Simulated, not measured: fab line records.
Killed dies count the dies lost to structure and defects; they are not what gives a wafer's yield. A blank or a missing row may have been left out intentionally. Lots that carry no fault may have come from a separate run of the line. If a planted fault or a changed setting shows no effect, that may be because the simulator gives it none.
Struck lot and sound lot, side by side    flow berkeley cmos170    41 steps out of a route of 331
Sound: these wafers, L944.3, L944.4, L944.6. Wafers L950.1, L950.2, L950.5 were the ones struck. The cause is named last.
Order at every step that has rows: each side's tool, ch and its chambers, its first start. Under that, the readings that differ: sound wafers    struck wafers    difference of the means    sigmas: that difference in standard deviations of wafers without a fault.
alike: words and numbers the same on both sides, and readings whose means are apart by under 2 such deviations; not compared: readings that were withheld, readings missing a value for some wafer, numbers with overlapping values and no deviation given by the record, and bounds like >300 which may hide the same value.
The two part at a step that has a row with sigmas, a row that says differs or no value, or rows on one side only. When numbers do not overlap yet have no deviation, they are printed without sigmas and do not part them. A reading that every wafer of one side lacks parts them only if that side has two wafers or more.

first, 4 steps without rows for these wafers: UCB170_PFIELD_SOFTBAKE_02 (time 60 s); UCB170_PFIELD_EXPOSE_03 (exposes mask PFIELD, target cd 1500 nm); UCB170_PFIELD_PEB_04; UCB170_PFIELD_DEVELOP_05 (develop time 45 s).
UCB170_PFIELD_OVL_MEAS_06:
  sound on overlay-02, day 4 13:26; struck on overlay-01, day 6 03:01
  alike: PFIELD_OVL
after that, 1 step had no rows for these wafers: UCB170_PFIELD_IMPLANT_07.
UCB170_PFIELD_STRIP_08: strips in O2.
  sound on plasma asher-01 ch 0,1, day 4 13:39; struck on plasma asher-01 ch 0,1, day 6 03:12
reading                       sound              struck             difference  sigmas
strip time to endpoint s (s)  21.60 21.64 21.56  21.84 21.72 21.74  +0.17       +3
  alike: drypump motor current A, oes product au
  not compared: rf hours counter h
UCB170_PFIELD_TW_MEAS_09:
  sound on film metro-02, day 4 13:44; struck on film metro-01, day 6 03:18
  alike: PFIELD_TW
then, 2 steps without rows for these wafers: UCB170_FIELD_CLEAN_00 (cleans in dHF, time 7.5 s); UCB170_FIELD_OXIDATION_01 (target thk 558.3 nm, ox time 7200 s).
UCB170_FIELD_THK_MEAS_02:
  sound on film metro-04, day 4 17:30; struck on film metro-01, day 6 07:02
  alike: FIELD_OXIDE_THK
then, 1 step without rows for these wafers: UCB170_FIELD_ANNEAL_03 (time 1200 s).
UCB170_FIELD_WET_ETCH_04: etches SiO2 in dHF, time 60 s.
  sound on wet bench-02 ch 0, day 4 20:30; struck on wet bench-03 ch 2, day 6 11:17
  no value came back on the struck wafers for bath heat duty pct (%), run length s (s); on the sound wafers bath heat duty pct (%) reads 6.0 6.3 5.5
reading                                       sound            struck           difference  sigmas
model.SiO2_of_FIELD_OXIDATION_01.thk nm (nm)  518.3 515.7 519  567 562.8 568.1  +48         
then, 1 step without rows for these wafers: UCB170_FIELD_WET_ETCH_05 (etches Si3N4 in H3PO4, time 12600 s).
UCB170_FIELD_WET_ETCH_06: etches SiO2 in BOE, time 22.85 s.
  sound on wet bench-03 ch 0, day 5 00:04; struck on wet bench-03 ch 1, day 6 14:49
reading                                       sound              struck             difference  sigmas
run length s (s)                              55.1 55.1 55.1     52.8 52.8 52.8     -2.3        -3
model.SiO2_of_FIELD_OXIDATION_01.thk nm (nm)  435.3 432.8 435.9  482.2 478.1 483.4  +46.6       
  alike: bath heat duty pct
UCB170_FIELD_THK_MEAS_90:
  sound on film metro-03, day 5 00:10; struck on film metro-01, day 6 14:50
reading                      sound        struck       difference  sigmas
FIELD_OXIDE_LEFT_1_THK (nm)  435 433 436  482 478 484  +47         +5
then, 11 steps without rows for these wafers: UCB170_SACOX_CLEAN_00 (cleans in dHF, time 7.5 s); UCB170_SACOX_OXIDATION_01 (target thk 14.4 nm, ox time 2400 s); UCB170_SCREENOX_WET_ETCH_00 (etches SiO2 in dHF, time 200 s); UCB170_SCREENOX_OXIDATION_01 (target thk 14.4 nm, ox time 2400 s); UCB170_SCREENOX_ANNEAL_03 (time 900 s); UCB170_NVT_HMDS_00 (prime time 60 s); UCB170_NVT_COAT_01 (resist thk 900 nm); UCB170_NVT_SOFTBAKE_02 (time 60 s); UCB170_NVT_EXPOSE_03 (exposes mask PWELL, target cd 3000 nm); UCB170_NVT_PEB_04; UCB170_NVT_DEVELOP_05 (develop time 45 s).
UCB170_NVT_OVL_MEAS_06:
  sound on overlay-01, day 5 11:31; struck on overlay-01, day 7 01:57
  alike: NVT_OVL
after that, 1 step had no rows for these wafers: UCB170_NVT_IMPLANT_07.
UCB170_NVT_STRIP_08: strips in O2.
  sound on plasma asher-04 ch 0,1, day 5 11:44; struck on plasma asher-02 ch 0,1, day 7 02:08
  alike: drypump motor current A, oes product au, strip time to endpoint s
  not compared: rf hours counter h
UCB170_NVT_TW_MEAS_09:
  sound on film metro-04, day 5 11:49; struck on film metro-01, day 7 02:14
reading  sound        struck       difference  sigmas
NVT_TW   533 528 530  520 520 520  -10         -2
then, 7 steps without rows for these wafers: UCB170_NVT_CLEAN_10 (cleans in SPM, time 600 s); UCB170_PVT_HMDS_00 (prime time 60 s); UCB170_PVT_COAT_01 (resist thk 900 nm); UCB170_PVT_SOFTBAKE_02 (time 60 s); UCB170_PVT_EXPOSE_03 (exposes mask NWELL, target cd 3000 nm); UCB170_PVT_PEB_04; UCB170_PVT_DEVELOP_05 (develop time 45 s).
UCB170_PVT_OVL_MEAS_06:
  sound on overlay-01, day 5 13:40; struck on overlay-02, day 7 05:46
  alike: PVT_OVL
after that, 1 step had no rows for these wafers: UCB170_PVT_IMPLANT_07.
UCB170_FIELD_THK_MEAS_91:
  sound on film metro-04, day 5 14:09; struck on film metro-03, day 7 06:11
reading                      sound        struck       difference  sigmas
FIELD_OXIDE_LEFT_2_THK (nm)  347 345 348  395 390 395  +47         +5

## WHERE THEY PART
At UCB170_PFIELD_STRIP_08 first; at UCB170_FIELD_THK_MEAS_91 last (within this record only).

WHY: what the simulator had put in
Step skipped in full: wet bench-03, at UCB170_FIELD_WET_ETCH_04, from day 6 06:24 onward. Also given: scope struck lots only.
